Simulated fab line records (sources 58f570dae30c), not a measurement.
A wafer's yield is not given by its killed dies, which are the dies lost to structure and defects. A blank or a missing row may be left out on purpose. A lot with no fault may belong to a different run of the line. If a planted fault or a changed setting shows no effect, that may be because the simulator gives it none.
What tool caused it? | flow berkeley cmos170 | 45 wafers from 15 lots sampled at 5 of the route's 331 steps

## WHAT THE GAUGES READ, wafer by wafer
UCB170_ACTIVE_OVL_MEAS_14. Usual: ACTIVE_OVL -3 nm, standard deviation 6.3.
lot  | measured    | on         | ACTIVE_OVL (nm) | flag
L562 | day 4 19:34 | overlay-01 | -11 -11 -8      |
L563 | day 4 19:50 | overlay-02 | -11 -8 -12      |
L566 | day 5 10:49 | overlay-02 | 3 -8 -3         |
L565 | day 5 11:07 | overlay-02 | -11 2 -5        |
L568 | day 6 09:26 | overlay-02 | -4 -4 -9        |
L567 | day 6 09:40 | overlay-01 | 0 -6 -1         |
L573 | day 6 16:06 | overlay-01 | -4 2 5          |
L578 | day 7 17:37 | overlay-02 | -1 2 -4         |
L575 | day 7 17:53 | overlay-02 | 3 0 0           |
L579 | day 8 10:15 | overlay-02 | 5 5 -10         |
L580 | day 8 10:19 | overlay-01 | 2 -3 -3         |
L581 | day 8 22:22 | overlay-01 | 2 10 5          |
L583 | day 9 07:49 | overlay-02 | 3 -10 -1        |
L582 | day 9 08:04 | overlay-01 | -1 4 4          |
L584 | day 9 15:04 | overlay-02 | -16 -13 -13     |

UCB170_FIELD_THK_MEAS_02. Usual: FIELD_OXIDE_THK 558 nm, standard deviation 11.
lot  | measured    | on            | FIELD_OXIDE_THK (nm) | flag
L562 | day 5 05:45 | film metro-03 | 554 554 558          |
L563 | day 5 05:45 | film metro-04 | 551 557 557          |
L566 | day 5 23:57 | film metro-03 | 569 548 564          |
L565 | day 5 23:57 | film metro-04 | 557 555 567          |
L568 | day 6 17:20 | film metro-04 | 553 556 543          |
L567 | day 6 17:20 | film metro-01 | 550 549 555          |
L573 | day 7 03:39 | film metro-03 | 556 553 549          |
L578 | day 8 06:07 | film metro-01 | 557 559 547          |
L575 | day 8 06:07 | film metro-04 | 558 566 560          |
L579 | day 8 20:48 | film metro-03 | 551 556 554          |
L580 | day 8 20:49 | film metro-04 | 545 543 554          |
L581 | day 9 08:10 | film metro-01 | 560 556 549          |
L583 | day 9 17:23 | film metro-04 | 570 561 560          |
L582 | day 9 17:25 | film metro-03 | 558 553 548          |
L584 | day 9 23:21 | film metro-03 | 585 593 575          |

UCB170_GATE_THK_MEAS_05. Usual: GATE_POLY_THK 214.0 nm, standard deviation 1.6.
lot  | measured     | on            | GATE_POLY_THK (nm) | flag
L562 | day 7 08:26  | film metro-02 | 213.4 214.0 213.7  |
L563 | day 7 08:26  | film metro-01 | 214.1 213.1 213.1  |
L566 | day 7 16:39  | film metro-04 | 426.8 428.6 426.9  | OFF
L565 | day 7 15:05  | film metro-04 | 216.3 213.3 217.5  |
L568 | day 8 11:37  | film metro-01 | 210.9 212.6 211.7  |
L567 | day 8 11:37  | film metro-04 | 216.2 216.3 215.6  |
L573 | day 8 21:55  | film metro-02 | 429.6 429.9 430.2  | OFF
L578 | day 10 04:49 | film metro-01 | 217.7 216.3 214.7  |
L575 | day 10 06:18 | film metro-01 | 429.3 427.2 429.6  | OFF
L579 | day 10 19:26 | film metro-04 | 212.9 214.1 213.6  |
L580 | day 10 19:27 | film metro-02 | 213.6 214.0 212.0  |
L581 | day 11 02:40 | film metro-02 | 215.1 214.5 214.5  |
L583 | day 11 14:54 | film metro-04 | 215.7 215.9 213.0  |
L582 | day 11 14:55 | film metro-01 | 213.8 213.9 212.2  |
L584 | day 11 21:59 | film metro-02 | 213.4 216.3 213.8  |

UCB170_GATE_OVL_MEAS_13. Usual: GATE_OVL 1 nm, standard deviation 5.7.
lot  | measured     | on         | GATE_OVL (nm) | flag
L562 | day 7 09:44  | overlay-02 | 6 10 8        |
L563 | day 7 09:28  | overlay-01 | -1 -8 -4      |
L566 | day 7 17:52  | overlay-01 | 8 8 8         |
L565 | day 7 16:33  | overlay-01 | 2 0 2         |
L568 | day 8 12:37  | overlay-02 | 6 -2 0        |
L567 | day 8 13:01  | overlay-02 | 10 5 5        |
L573 | day 8 23:06  | overlay-01 | -2 0 -3       |
L578 | day 10 06:29 | overlay-01 | 8 4 6         |
L575 | day 10 07:43 | overlay-01 | -2 -1 -2      |
L579 | day 10 20:35 | overlay-02 | 2 4 5         |
L580 | day 10 20:50 | overlay-01 | 4 7 8         |
L581 | day 11 03:48 | overlay-01 | 6 8 -5        |
L583 | day 11 16:11 | overlay-01 | -8 -9 -8      |
L582 | day 11 16:25 | overlay-01 | -2 0 -8       |
L584 | day 12 03:09 | overlay-02 | 5 2 6         |

## WHICH TOOL RAN EACH LOT (tool, then ch and the chambers of the sampled wafers, then the start)
lot  | UCB170_GATE_CVD_04
L562 | lpcvd-02 ch 0, day 7 07:02
L563 | lpcvd-02 ch 1, day 7 07:02
L566 | lpcvd-01 ch 0, day 7 13:41 and lpcvd-02 ch 0, day 7 15:15
L565 | lpcvd-01 ch 0, day 7 13:41
L568 | lpcvd-02 ch 0, day 8 10:12
L567 | lpcvd-02 ch 0, day 8 10:12
L573 | lpcvd-01 ch 1, day 8 17:33
L578 | lpcvd-02 ch 1, day 10 03:20
L575 | lpcvd-02 ch 0, day 10 03:20
L579 | lpcvd-01 ch 1, day 10 18:02
L580 | lpcvd-01 ch 0, day 10 18:02
L581 | lpcvd-01 ch 0, day 11 01:15
L583 | lpcvd-01 ch 0, day 11 13:29
L582 | lpcvd-01 ch 0, day 11 13:29
L584 | lpcvd-02 ch 0, day 11 20:35
- UCB170_GATE_CVD_04: deposits poly-Si from SiH4, time 1440 s, target thk 214 nm.

## WHAT THE TOOLS THEMSELVES READ (means of the sampled wafers that have a number; where no wafer has one, the mark that the record gives instead)
UCB170_GATE_CVD_04. Usual: spike tc load C at 631.3 C, with a standard deviation of 2.5.
lot  | tool              | spike tc load C (C) | flag
L562 | lpcvd-02          | 630.8               |
L563 | lpcvd-02          | 636.2               |
L566 | lpcvd-01/lpcvd-02 | 630.8               |
L565 | lpcvd-01          | 631.9               |
L568 | lpcvd-02          | 630.8               |
L567 | lpcvd-02          | 633.1               |
L573 | lpcvd-01          | 628.2               |
L578 | lpcvd-02          | 635.5               |
L575 | lpcvd-02          | 631.8               |
L579 | lpcvd-01          | 627.5               |
L580 | lpcvd-01          | 630.1               |
L581 | lpcvd-01          | 630.5               |
L583 | lpcvd-01          | 630.3               |
L582 | lpcvd-01          | 629.6               |
L584 | lpcvd-02          | 631.0               |

## THE ANSWER, worked out from the rows above alone
Rule: take the mean of a lot's wafers that have a number; if it is more than 3 standard deviations from the usual mean, the lot is off. A lot without any number at a reading at which 4 lots or more have one is off too. All remaining lots with rows at the step are treated as sound. After the gauges, taken in route order, come the tools' own readings; for these a lot's mean is taken, as printed above. The first step at which some lot is off is used, and at that step the reading that is off furthest; a lot without a number counts as furthest.
Off: L566, L573, L575, at UCB170_GATE_THK_MEAS_05 (GATE_POLY_THK).
If a tool, at a process step before that reading, ran all the lots that are off and no sound lot after the first of them, it fits. Gauges at UCB170_GATE_THK_MEAS_05: tried the same way as those tools. None of those tried fits.

## WHAT THE SIMULATOR HAD PUT IN
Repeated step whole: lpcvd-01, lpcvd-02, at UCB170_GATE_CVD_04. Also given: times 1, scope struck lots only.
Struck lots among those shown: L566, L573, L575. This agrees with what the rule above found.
